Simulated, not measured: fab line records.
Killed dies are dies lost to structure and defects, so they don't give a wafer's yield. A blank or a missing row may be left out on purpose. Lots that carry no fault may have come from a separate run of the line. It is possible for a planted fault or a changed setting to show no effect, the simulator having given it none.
A struck lot beside a sound one + flow rit_cmos + 43 out of 202 route steps
Sound: wafers L522.3, L522.4, L522.6. Wafers L531.2, L531.4, L531.6 were the ones struck. The cause comes at the end.
Per side, at each step with rows, come the tool, then ch with its chambers, and then its first start. Under that, the readings that differ: sound wafers + struck wafers + difference of the means + sigmas: that difference in standard deviations of wafers without a fault.
alike: readings whose means differ by less than 2 such deviations, and words and numbers that are the same on both sides. not compared: withheld readings, readings that some wafer has no value for, bounds like >300 that may hide the same value, and numbers for which the record gives no deviation and whose values overlap.
Wherever a step has rows on one side only, a row that says differs or no value, or a row with sigmas, the two part there. Non-overlapping numbers with no deviation appear without sigmas and do not part them. Lack of a reading on every wafer of one side parts them only where that side has two or more wafers.

first, 3 steps without rows for these wafers: RIT_SDANNEAL_CLEAN_01 (cleans in dHF, time 30 s); RIT_SDANNEAL_CLEAN_02 (cleans in SC2, time 600 s); RIT_SDANNEAL_RTA_03 (time 5 s).
RIT_SDANNEAL_RS_MEAS_04: uses a four-point probe to measure.
  sound on film_metro-02 at day 3 06:53; struck on film_metro-03 at day 5 03:23
  alike: PSD_RS
RIT_SDANNEAL_RS_MEAS_05: uses a four-point probe to measure.
  sound on film_metro-02 at day 3 07:01; struck on film_metro-03 at day 5 03:30
  alike: NSD_RS
RIT_SDANNEAL_RS_MEAS_06: uses a four-point probe to measure.
  sound on film_metro-02 at day 3 07:08; struck on film_metro-03 at day 5 03:37
  alike: PLDD_RS
RIT_SDANNEAL_RS_MEAS_07: uses a four-point probe to measure.
  sound on film_metro-02 at day 3 07:15; struck on film_metro-03 at day 5 03:44
  alike: NLDD_RS
then, 2 steps without rows for these wafers: RIT_SILICIDE_WET_ETCH_00 (etches SiO2 in BOE, target depth 14 nm, time 15 s); RIT_SILICIDE_SPUTTER_01 (material Ti, target thk 30 nm, time 240 s).
RIT_SILICIDE_RS_MEAS_02: uses a four-point probe to measure.
  sound on film_metro-01 at day 3 07:32; struck on film_metro-01 at day 5 04:02
| reading                 | sound          | struck         | difference | sigmas |
|-------------------------|----------------|----------------|------------|--------|
| SILICIDE_TI_RS (ohm/sq) | 47.1 46.6 46.4 | 45.2 45.1 45.1 | -1.6       | -2     |
RIT_SILICIDE_THK_MEAS_03: measures by xrf.
  sound on film_metro-01 at day 3 07:38; struck on film_metro-01 at day 5 04:08
| reading              | sound          | struck         | difference | sigmas |
|----------------------|----------------|----------------|------------|--------|
| SILICIDE_TI_THK (nm) | 30.0 30.2 30.3 | 31.0 31.0 31.1 | +0.9       | +2     |
RIT_SILICIDE_RTA_04: time 10 s, ramp up 5 s, ramp down 5 s.
  sound on rtp_anneal-01 ch 0, day 3 07:42; struck on rtp_anneal-02 ch 0, day 5 04:12
  alike: chamber_o2_ppm, wafer_temp_C_max
RIT_SILICIDE_WET_ETCH_05: etches Ti in SPM, time 120 s.
  sound on wet_bench-04 ch 2, day 3 07:44; struck on wet_bench-01 ch 1, day 5 04:15
RIT_SILICIDE_RTA_06: time 10 s, ramp up 5 s, ramp down 10 s.
  sound on rtp_anneal-02 ch 0, day 3 07:49; struck on rtp_anneal-01 ch 0, day 5 04:19
  alike: chamber_o2_ppm, wafer_temp_C_max
RIT_CONTACT_CVD_00: deposits SiO2 from TEOS, target thk 400 nm, time 61 s.
  sound on pecvd-02 ch 0,2, day 3 07:51; struck on pecvd-02 ch 1,2, day 5 04:22
  alike: heater_power_w
RIT_CONTACT_THK_MEAS_01:
  sound on film_metro-04 at day 3 07:55; struck on film_metro-03 at day 5 04:25
  alike: CONTACT_TEOS_THK
then, 6 steps without rows for these wafers: RIT_CONTACT_HMDS_02 (prime time 60 s); RIT_CONTACT_COAT_03 (resist thk 1000 nm); RIT_CONTACT_SOFTBAKE_04 (time 60 s); RIT_CONTACT_EXPOSE_05 (exposes mask M11, target cd 1000 nm); RIT_CONTACT_PEB_06; RIT_CONTACT_DEVELOP_07 (develop time 120 s).
RIT_CONTACT_CD_MEAS_08 targets a cd of 1000 nm.
  sound on cd_sem-02 at day 3 08:58; struck on cd_sem-01 at day 5 05:35
| reading    | sound                | struck            | difference | sigmas |
|------------|----------------------|-------------------|------------|--------|
| cd_nm (nm) | 1002.7 1003.1 1004.8 | 998.3 997.1 998.5 | -5.6       | -3     |
RIT_CONTACT_OVL_MEAS_09:
  sound on overlay-01 at day 3 09:04; struck on overlay-01 at day 5 05:41
| reading          | sound       | struck       | difference | sigmas |
|------------------|-------------|--------------|------------|--------|
| CONTACT_OVL (nm) | 2.4 4.5 2.7 | 0.7 0.3 -1.5 | -3.4       | -3     |
then, 1 step without rows for these wafers: RIT_CONTACT_HARDBAKE_10 (time 60 s).
RIT_CONTACT_ETCH_11: etches SiO2 in CHF3/CF4/Ar, stops on TiSi2, target depth 480 nm, time 320 s.
  sound on rie_diel-02 ch 0,1,2, day 3 09:16; struck on rie_diel-04 ch 0,2, day 5 05:52
  alike: drypump_motor_current_A, oes_product_au, throttle_valve_pct
  not compared: rf_hours_counter_h
RIT_CONTACT_STRIP_12: strips in O2, time 180 s.
  sound on plasma_asher-04 ch 0,1, day 3 09:32; struck on plasma_asher-04 ch 0, day 5 06:04
  alike: drypump_motor_current_A
  not compared: rf_hours_counter_h
RIT_CONTACT_CD_MEAS_90 targets a cd of 1000 nm.
  sound on cd_sem-01 at day 3 09:41; struck on cd_sem-02 at day 5 06:16
| reading    | sound                | struck            | difference | sigmas |
|------------|----------------------|-------------------|------------|--------|
| cd_nm (nm) | 1002.9 1003.2 1004.6 | 998.3 996.7 998.4 | -5.8       | -3     |
then, 3 steps without rows for these wafers: RIT_CONTACT_CLEAN_13 (cleans in SC1, time 600 s); RIT_CONTACT_CLEAN_14 (cleans in SC2, time 600 s); RIT_M1_SPUTTER_00 (material Al, target thk 400 nm, time 500 s).
RIT_M1_RS_MEAS_01: uses a four-point probe to measure.
  sound on film_metro-04 at day 3 10:28; struck on film_metro-02 at day 5 07:01
  alike: M1_AL_RS
RIT_M1_THK_MEAS_02: measures by xrf.
  sound on film_metro-04 at day 3 10:34; struck on film_metro-02 at day 5 07:08
| reading        | sound       | struck      | difference | sigmas |
|----------------|-------------|-------------|------------|--------|
| M1_AL_THK (nm) | 376 378 377 | 390 389 383 | +10        | +2     |
then, 6 steps without rows for these wafers: RIT_M1_HMDS_03 (prime time 60 s); RIT_M1_COAT_04 (resist thk 1300 nm); RIT_M1_SOFTBAKE_05 (time 60 s); RIT_M1_EXPOSE_06 (exposes mask M12, target cd 2600 nm); RIT_M1_PEB_07; RIT_M1_DEVELOP_08 (develop time 68 s).
RIT_M1_CD_MEAS_09 targets a cd of 2600 nm.
  sound on cd_sem-02 at day 3 11:39; struck on cd_sem-01 at day 5 08:13
  alike: cd_nm
RIT_M1_OVL_MEAS_10:
  sound on overlay-02 at day 3 11:44; struck on overlay-01 at day 5 08:19
| reading     | sound       | struck         | difference | sigmas |
|-------------|-------------|----------------|------------|--------|
| M1_OVL (nm) | 1.0 3.2 1.5 | -0.2 -2.4 -1.1 | -3.1       | -2     |
then, 1 step without rows for these wafers: RIT_M1_HARDBAKE_11 (time 120 s).
RIT_M1_PROBE_99:
  record: rows for the struck wafers here (prober-02, day 5 10:54), none for the sound ones

WHERE THEY PART
Earliest at RIT_SILICIDE_RS_MEAS_02; latest, in this record, at RIT_M1_PROBE_99.

WHY: what the simulator had put in
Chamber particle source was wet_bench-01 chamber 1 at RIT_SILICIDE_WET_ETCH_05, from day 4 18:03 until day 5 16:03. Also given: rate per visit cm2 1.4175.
